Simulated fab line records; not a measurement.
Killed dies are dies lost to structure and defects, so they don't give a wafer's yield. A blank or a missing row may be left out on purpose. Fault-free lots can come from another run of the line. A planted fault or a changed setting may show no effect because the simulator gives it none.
fab line records ; flow rit_cmos
record: lots: 6; wafers: 18; last_day: 8
route steps=202 shown NRETRO@55 PRETRO@64 M1@202
lots untouched by any fault: they come from a run of this same line in which no faults occurred
start_h: the number of hours between the record's first day and the start of the first shown wafer of the lot ; wait_h: hours from the lot's prior step to this one ; " as in the row above ; L1.1+2: a single row standing in for several wafers ; - no value, or no start given ; * or withheld: withheld ; < > ~ a bound
route shown NAME@n: NAME is a module with steps in the file, n the number in the route of the first one ; usual: mean/standard deviation of fault-free wafers ; same: alike in all rows ; chamber/n: place in a boat ; sites: readings site by site ; _std_site: how widely they spread, as a standard deviation ; _edge_site: inner sites' mean taken away from outer sites' mean ; radius_mm: for every site, how far away it sits from the centre of the wafer ; mask NAME#n: copy n ; behind: the last tool/chamber to shape the wafer ; hold: what put the lot on hold/how long, in hours/how the hold closed ; device: the transistor (n, p or np) that didn't switch ; end of line: the same wafers' tests at the end of the route ; a step given without rows: its recipe and nothing more ; killed: dies lost to structure and defects at the first sort, not the wafer's yield ; map: a wafer's dies, marking killed ones x, the rest . and places with no die _
set.NAME: the setting as run; set.NAME@STEP: as run at that earlier step ; model.NAME: the simulator's own value behind a step, which no gauge read
lots at some steps of the route; a table a step, a row a wafer
services: from which hour (start_h, from the record's first day; less than 0 if before it) a tool's chamber was out of use, for how many hours, and why
== steps ==
step: RIT_NRETRO_SOFTBAKE_02
recipe: resist: NOVOLAK; temp_c: 90; time_s: 60
step: RIT_NRETRO_EXPOSE_03
recipe: mask_id: M4; na: 0.57; target_cd_nm: 43900; dose_mj: 250
step: RIT_NRETRO_PEB_04
recipe: resist: NOVOLAK; temp_c: withheld; time_s: withheld
step: RIT_NRETRO_DEVELOP_05
recipe: resist: NOVOLAK; develop_time_s: 68; dev_temp_c: 23
step: RIT_NRETRO_OVL_MEAS_06
usual: NRETRO_OVL: -0.6/1.6
lot.wafer;tool;chamber;start_h;wait_h;NRETRO_OVL[nm]
L404.1;overlay-01;-;30.01;-;0.3
L404.5;overlay-01;-;30.01;-;-2.2
L404.6;overlay-01;-;30.01;-;-1.4
L412.1;overlay-01;-;70.60;-;-2.3
L412.3;overlay-01;-;70.60;-;0.8
L412.5;overlay-01;-;70.60;-;-0.8
L414.4;overlay-01;-;79.77;-;-2.3
L414.5;overlay-01;-;79.77;-;-1.7
L414.6;overlay-01;-;79.77;-;-2.9
L417.1;overlay-01;-;95.09;-;-2.2
L417.2;overlay-01;-;95.09;-;-1.2
L417.6;overlay-01;-;95.09;-;0.3
L424.1;overlay-01;-;131.44;-;-0.9
L424.4;overlay-01;-;131.44;-;-0.1
L424.6;overlay-01;-;131.44;-;0.3
L427.3;overlay-01;-;154.49;-;1.5
L427.4;overlay-01;-;154.49;-;0.7
L427.5;overlay-01;-;154.49;-;-1.2
step: RIT_NRETRO_HARDBAKE_07
recipe: resist: NOVOLAK; temp_c: 140; time_s: 120
step: RIT_NRETRO_IMPLANT_08
recipe: species: P; energy_kev: 70; dose_cm2: 1e+13; tilt_deg: 7
step: RIT_NRETRO_STRIP_09
recipe: chemistry: O2; time_s: 180; resist: NOVOLAK; platen_temp_c: withheld; power_w: 500; pressure_mtorr: 4000; o2_flow_sccm: 4000
usual: chamber_pressure_mTorr: 4000/3.8; drypump_motor_current_A: 6.1/0.37
lot.wafer;tool;chamber;start_h;wait_h;chamber_pressure_mTorr;drypump_motor_current_A;rf_hours_counter_h
L404.1;plasma_asher-03;0;30.45;0.1;4005;5.4;38
L404.5;plasma_asher-03;0;30.45;0.1;4004;5.4;-
L404.6;plasma_asher-03;1;30.45;0.1;3997;6.4;-
L412.1;plasma_asher-04;0;71.04;0.1;4004;5.9;45
L412.3;plasma_asher-04;1;71.04;0.1;3996;5.7;-
L412.5;plasma_asher-04;1;71.04;0.1;3999;5.7;-
L414.4;plasma_asher-01;0;80.25;0.1;4000;6.5;-
L414.5;plasma_asher-01;1;80.25;0.1;3994;6.0;-
L414.6;plasma_asher-01;0;80.25;0.1;4004;6.5;-
L417.1;plasma_asher-01;0;95.53;0.1;3999;6.5;29
L417.2;plasma_asher-01;1;95.53;0.1;4006;6.0;29
L417.6;plasma_asher-01;1;95.53;0.1;3994;6.0;-
L424.1;plasma_asher-03;0;131.87;0.1;3998;5.4;1
L424.4;plasma_asher-03;1;131.87;0.1;3998;6.4;-
L424.6;plasma_asher-03;0;131.87;0.1;3999;5.4;-
L427.3;plasma_asher-01;1;155.06;0.1;3999;6.0;-
L427.4;plasma_asher-01;0;155.06;0.1;4002;6.5;-
L427.5;plasma_asher-01;0;155.06;0.1;3998;6.5;-
step: RIT_NRETRO_TW_MEAS_10
usual: NRETRO_TW: 1050/4
lot.wafer;tool;chamber;start_h;wait_h;NRETRO_TW
L404.1;film_metro-01;-;30.62;0.1;1054
L404.5;film_metro-01;-;30.62;0.1;1055
L404.6;film_metro-01;-;30.62;0.1;1060
L412.1;film_metro-01;-;71.22;0.1;1049
L412.3;film_metro-01;-;71.22;0.1;1047
L412.5;film_metro-01;-;71.22;0.1;1056
L414.4;film_metro-04;-;80.40;0.1;1053
L414.5;film_metro-04;-;80.40;0.1;1055
L414.6;film_metro-04;-;80.40;0.1;1054
L417.1;film_metro-02;-;95.70;0.1;1054
L417.2;film_metro-02;-;95.70;0.1;1052
L417.6;film_metro-02;-;95.70;0.1;1052
L424.1;film_metro-01;-;132.05;0.1;1053
L424.4;film_metro-01;-;132.05;0.1;1054
L424.6;film_metro-01;-;132.05;0.1;1051
L427.3;film_metro-04;-;155.20;0.1;1051
L427.4;film_metro-04;-;155.20;0.1;1055
L427.5;film_metro-04;-;155.20;0.1;1051
step: RIT_PRETRO_HMDS_00
recipe: prime_time_s: 60; prime_temp_c: 140
step: RIT_PRETRO_COAT_01
recipe: resist: NOVOLAK; spin_rpm: 2000; resist_thk_nm: 1300
step: RIT_PRETRO_SOFTBAKE_02
recipe: resist: NOVOLAK; temp_c: 90; time_s: 60
step: RIT_PRETRO_EXPOSE_03
recipe: mask_id: M5; na: 0.57; target_cd_nm: 43700; dose_mj: 250
usual: reticle_temp_C: 23.01/0.1
lot.wafer;tool;chamber;start_h;wait_h;mask;reticle_temp_C;model.PRETRO.overlay_x_nm
L404.1;iline_stepper-02;0;31.13;0.1;M5#0;23.05;0.4401
L404.5;iline_stepper-02;0;31.13;0.1;M5#0;23.13;0.4401
L404.6;iline_stepper-02;0;31.13;0.1;M5#0;23.02;0.4401
L412.1;iline_stepper-01;0;71.89;0.2;M5#0;22.96;0.2799
L412.3;iline_stepper-01;0;71.89;0.2;M5#0;23.03;0.2799
L412.5;iline_stepper-01;0;71.89;0.2;M5#0;23.02;0.2799
L414.4;iline_stepper-01;0;80.94;0.1;M5#0;22.84;7872
L414.5;iline_stepper-01;0;80.94;0.1;M5#0;22.97;7872
L414.6;iline_stepper-01;0;80.94;0.1;M5#0;23.07;7872
L417.1;iline_stepper-01;0;96.34;0.2;M5#0;23.03;7872
L417.2;iline_stepper-01;0;96.34;0.2;M5#0;22.99;7872
L417.6;iline_stepper-01;0;96.34;0.2;M5#0;23.05;7872
L424.1;iline_stepper-02;0;132.78;0.2;M5#0;22.88;0.2795
L424.4;iline_stepper-02;0;132.78;0.2;M5#0;22.99;0.2795
L424.6;iline_stepper-02;0;132.78;0.2;M5#0;23.05;0.2795
L427.3;iline_stepper-02;0;155.85;0.2;M5#0;23.13;0.2243
L427.4;iline_stepper-02;0;155.85;0.2;M5#0;23.19;0.2243
L427.5;iline_stepper-02;0;155.85;0.2;M5#0;23.03;0.2243
step: RIT_PRETRO_PEB_04
recipe: resist: NOVOLAK; temp_c: withheld; time_s: withheld
step: RIT_PRETRO_DEVELOP_05
recipe: resist: NOVOLAK; develop_time_s: 68; dev_temp_c: 23
step: RIT_PRETRO_OVL_MEAS_06
usual: PRETRO_OVL: -0.2/1.4
lot.wafer;tool;chamber;start_h;wait_h;PRETRO_OVL[nm]
L404.1;overlay-02;-;31.56;-;2.2
L404.5;overlay-02;-;31.56;-;-0.3
L404.6;overlay-02;-;31.56;-;0.5
L412.1;overlay-01;-;72.32;-;0.8
L412.3;overlay-01;-;72.32;-;-0.4
L412.5;overlay-01;-;72.32;-;0.0
L414.4;overlay-02;-;81.33;-;-
L414.5;overlay-02;-;81.33;-;-
L414.6;overlay-02;-;81.33;-;-
L417.1;overlay-01;-;96.77;-;-
L417.2;overlay-01;-;96.77;-;-
L417.6;overlay-01;-;96.77;-;-
L424.1;overlay-01;-;133.21;-;-0.5
L424.4;overlay-01;-;133.21;-;-0.3
L424.6;overlay-01;-;133.21;-;-1.6
L427.3;overlay-01;-;156.25;-;-1.4
L427.4;overlay-01;-;156.25;-;-1.6
L427.5;overlay-01;-;156.25;-;-0.1
step: RIT_PRETRO_HARDBAKE_07
recipe: resist: NOVOLAK; temp_c: 140; time_s: 120
step: RIT_M1_PROBE_99
usual: killed_at_M0_to_M3: 0.0/0.14; killed_at_contacts: 0.0/0.25; killed_at_front_end: 6.6/2.7; killed_dies: 6.7/2.7; killed_on_rim: 1.6/1.1; killed_open: 3.3/1.9; killed_short: 3.4/1.9
same: gross_dies: 264; killed_at_M4_up: 0; killed_at_back_side: 0; killed_at_other: 0
lot.wafer;tool;chamber;start_h;wait_h;killed_at_M0_to_M3;killed_at_contacts;killed_at_front_end;killed_dies;killed_on_rim;killed_open;killed_short;model.etest.pmos_0p3.r_on_ohm_um;model.etest.pmos_turned.r_on_ohm_um;model.etest.pmos_0p15.r_on_ohm_um;model.etest.nmos_0p3.r_on_ohm_um;model.etest.nmos_turned.drive_ua_um;model.etest.nmos_0p15.r_on_ohm_um;model.etest.nmos_0p15.drive_ua_um;model.etest.pmos_0p15.drive_ua_um
L404.1;prober-01;-;58.46;0.1;0;0;5;5;1;2;3;6367;3552;2845;2171;321.8;1178;470.7;253.3
L404.5;prober-01;-;58.66;0.2;0;0;5;5;2;1;4;6338;3590;2870;2143;317.4;1165;466.5;248.5
L404.6;prober-01;-;58.71;0.2;0;0;15;15;5;6;9;6359;3549;2873;2160;322.2;1154;466.1;247.9
L412.1;prober-01;-;99.65;0.1;1;0;3;4;0;2;2;6248;3329;2721;2153;330.8;1112;471.5;260.8
L412.3;prober-01;-;99.75;0.2;0;1;4;5;1;1;4;6356;3431;2772;2173;325.2;1108;467.4;253.8
L412.5;prober-01;-;99.85;0.2;0;0;5;5;3;2;3;6208;3367;2703;2142;334.3;1097;470.7;258.6
L414.4;prober-01;-;110.99;0.2;0;0;264;264;70;3;4;5276;3031;2521;1789;475.4;1011;590;331.3
L414.5;prober-01;-;111.04;0.2;0;0;264;264;70;6;5;5252;2994;2521;1787;483.4;1028;592.2;331.2
L414.6;prober-01;-;111.09;0.2;0;0;264;264;70;3;5;5239;2988;2512;1788;476.1;1021;592;331.3
L417.1;prober-02;-;126.24;0.1;0;2;262;264;70;3;7;5119;2643;2196;1741;509.6;937.2;633.3;372.6
L417.2;prober-02;-;126.29;0.1;0;0;264;264;70;3;1;5073;2675;2230;1742;498.4;974.2;622.8;370.2
L417.6;prober-02;-;126.49;0.2;0;0;264;264;70;5;3;5109;2646;2204;1760;490.2;949.6;619.7;368.4
L424.1;prober-02;-;165.60;0.1;0;0;5;5;2;1;4;6130;3365;2662;2140;320.3;1105;488.1;268.8
L424.4;prober-02;-;165.75;0.2;0;0;5;5;1;1;4;6316;3476;2726;2172;307;1135;466.9;260.3
L424.6;prober-02;-;165.85;0.2;0;0;7;7;1;1;6;6201;3423;2706;2148;309.4;1129;474.8;261.1
L427.3;prober-02;-;187.69;0.2;0;0;6;6;2;3;3;6288;3278;2615;2179;326.2;1105;480.7;268.5
L427.4;prober-02;-;187.74;0.2;0;0;5;5;2;2;3;6254;3222;2595;2186;330;1096;477;270.6
L427.5;prober-02;-;187.79;0.2;0;0;6;6;1;1;5;6328;3309;2651;2203;324.8;1131;474;264.7
killed by level:class
L404.1 GATE:geometric_particle:short=1 GATE:geometric_particle:open=1 SPACER:geometric_particle:short=1 SPACER:geometric_particle:open=1 SILICIDE:geometric_particle:short=1
L404.5 ACTIVE:geometric_particle:short=1 FOX1:geometric_particle:open=1 GATE:geometric_particle:short=1 REOX:geometric_particle:short=1 SPACER:geometric_particle:short=1
L404.6 GATE:geometric_particle:open=4 GATE:geometric_particle:short=4 SPACER:geometric_particle:short=4 SPACER:geometric_particle:open=1 SILICIDE:geometric_particle:short=1 SILICIDE:geometric_particle:open=1
L412.1 GATE:geometric_particle:open=1 REOX:geometric_particle:open=1 SPACER:geometric_particle:short=1 M1:geometric_particle:short=1
L412.3 GATE:geometric_particle:short=3 SILICIDE:geometric_particle:open=1 CONTACT:geometric_particle:short=1
L412.5 REOX:geometric_particle:short=2 GATE:geometric_particle:short=1 GATE:geometric_particle:open=1 REOX:geometric_particle:open=1
L414.4 PRETRO:overlay=257 GATE:geometric_particle:open=2 GATE:geometric_particle:short=2 FOX1:geometric_particle:short=1 FOX2:geometric_particle:short=1 SILICIDE:geometric_particle:open=1
L414.5 PRETRO:overlay=253 GATE:geometric_particle:short=4 GATE:geometric_particle:open=2 FOX2:geometric_particle:open=1 REOX:geometric_particle:open=1 SPACER:geometric_particle:open=1 SILICIDE:geometric_particle:open=1 SILICIDE:geometric_particle:short=1
L414.6 PRETRO:overlay=256 GATE:geometric_particle:short=2 SPACER:geometric_particle:open=2 FOX1:geometric_particle:short=1 FOX2:geometric_particle:short=1 REOX:geometric_particle:open=1 SPACER:geometric_particle:short=1
L417.1 PRETRO:overlay=254 FOX1:geometric_particle:short=2 FOX1:geometric_particle:open=2 GATE:geometric_particle:short=2 CONTACT:geometric_particle:short=2 SPACER:geometric_particle:open=1 SPACER:geometric_particle:short=1
L417.2 PRETRO:overlay=260 FOX1:geometric_particle:open=2 SPACER:geometric_particle:short=1 SILICIDE:geometric_particle:open=1
L417.6 PRETRO:overlay=256 GATE:geometric_particle:open=3 REOX:geometric_particle:short=2 FOX1:geometric_particle:open=1 REOX:geometric_particle:open=1 SPACER:geometric_particle:short=1
L424.1 SILICIDE:geometric_particle:short=2 FOX2:geometric_particle:short=1 GATE:geometric_particle:short=1 GATE:geometric_particle:open=1
L424.4 GATE:geometric_particle:short=2 FOX2:geometric_particle:short=1 REOX:geometric_particle:short=1 SILICIDE:geometric_particle:open=1
L424.6 GATE:geometric_particle:short=2 FOX2:geometric_particle:short=1 GATE:geometric_particle:open=1 REOX:geometric_particle:short=1 SILICIDE:geometric_particle:short=1 SPACER:geometric_particle:short=1
L427.3 GATE:geometric_particle:open=2 FOX1:geometric_particle:short=1 FOX2:geometric_particle:short=1 GATE:geometric_particle:short=1 SPACER:geometric_particle:open=1
L427.4 FOX2:geometric_particle:open=2 GATE:geometric_particle:short=2 FOX2:geometric_particle:short=1
L427.5 SPACER:geometric_particle:short=3 GATE:geometric_particle:short=2 SPACER:geometric_particle:open=1
map L414.4 (x killed, . not)
________xxxxxxx_______
_____xxxxxxxxxxxxx____
____xxxxxxxxxxxxxxx___
___xxxxxxxxxxxxxxxxx__
__xxxxxxxxxxxxxxxxxxx_
__xxxxxxxxxxxxxxxxxxx_
_xxxxxxxxxxxxxxxxxxxxx
_xxxxxxxxxxxxxxxxxxxxx
_xxxxxxxxxxxxxxxxxxxxx
_xxxxxxxxxxxxxxxxxxxxx
__xxxxxxxxxxxxxxxxxxx_
__xxxxxxxxxxxxxxxxxxx_
___xxxxxxxxxxxxxxxxx__
____xxxxxxxxxxxxxxx___
_____xxxxxxxxxxxxx____
________xxxxxxx_______
map L417.1 (x killed, . not)
________xxxxxxx_______
_____xxxxxxxxxxxxx____
____xxxxxxxxxxxxxxx___
___xxxxxxxxxxxxxxxxx__
__xxxxxxxxxxxxxxxxxxx_
__xxxxxxxxxxxxxxxxxxx_
_xxxxxxxxxxxxxxxxxxxxx
_xxxxxxxxxxxxxxxxxxxxx
_xxxxxxxxxxxxxxxxxxxxx
_xxxxxxxxxxxxxxxxxxxxx
__xxxxxxxxxxxxxxxxxxx_
__xxxxxxxxxxxxxxxxxxx_
___xxxxxxxxxxxxxxxxx__
____xxxxxxxxxxxxxxx___
_____xxxxxxxxxxxxx____
________xxxxxxx_______
== services ==
tool;chamber;start_h;hours;kind
iline_stepper-02;-;8.39;1.7;pm
plasma_asher-01;-;18.18;1.8;repair
plasma_asher-01;-;19.20;6.0;repair
plasma_asher-03;-;56.69;2.8;pm
iline_stepper-01;-;58.87;1.7;pm
iline_stepper-02;-;67.08;4.4;pm
iline_stepper-01;-;89.14;1.5;repair
iline_stepper-01;0;108.09;-;calibration
plasma_asher-03;-;108.75;9.0;pm
plasma_asher-03;0;108.75;9.0;vent_cycle
plasma_asher-03;1;108.75;9.0;vent_cycle
plasma_asher-03;0;117.75;-;clean
plasma_asher-03;1;117.75;-;clean
plasma_asher-03;-;142.18;0.6;repair
iline_stepper-02;-;145.04;2.1;pm
iline_stepper-02;-;147.12;-;consumable_replace:lamp
iline_stepper-02;0;149.29;-;calibration
== key ==
first_sign: step: RIT_PRETRO_OVL_MEAS_06; reading: PRETRO_OVL; direction: missing
effect: step: RIT_M1_PROBE_99; reading: killed_at_front_end; direction: up; sigmas: 94; usual: 6.6; struck: 263.7
model_effect: step: RIT_PRETRO_EXPOSE_03; value: PRETRO.overlay_x_nm; without: 0.04813; struck: 7872
model_effect: step: RIT_M1_PROBE_99; value: etest.pmos_0p3.r_on_ohm_um; without: 6267; struck: 5178
more_kills_born_at: RIT_PRETRO_EXPOSE_03@iline_stepper-01: 1536
met_at RIT_PRETRO_EXPOSE_03
struck_wafers L414.4,L414.5,L414.6,L417.1,L417.2,L417.6
tester_left_out L414,L417
onset_between 71.89 80.94
fault: kind: scanner_matching_overlay; tool: iline_stepper-01; chamber: -; onset_h: 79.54; steps: RIT_PRETRO_EXPOSE_03; offset: 7871.9
tester_left_out: of these lots the tester's yield and bins aren't shown, on N5 and GAA mostly nor the transistor test; their killed dies are dies lost to structure and defects alone, not to doping, threshold or leakage, so they don't give the yield
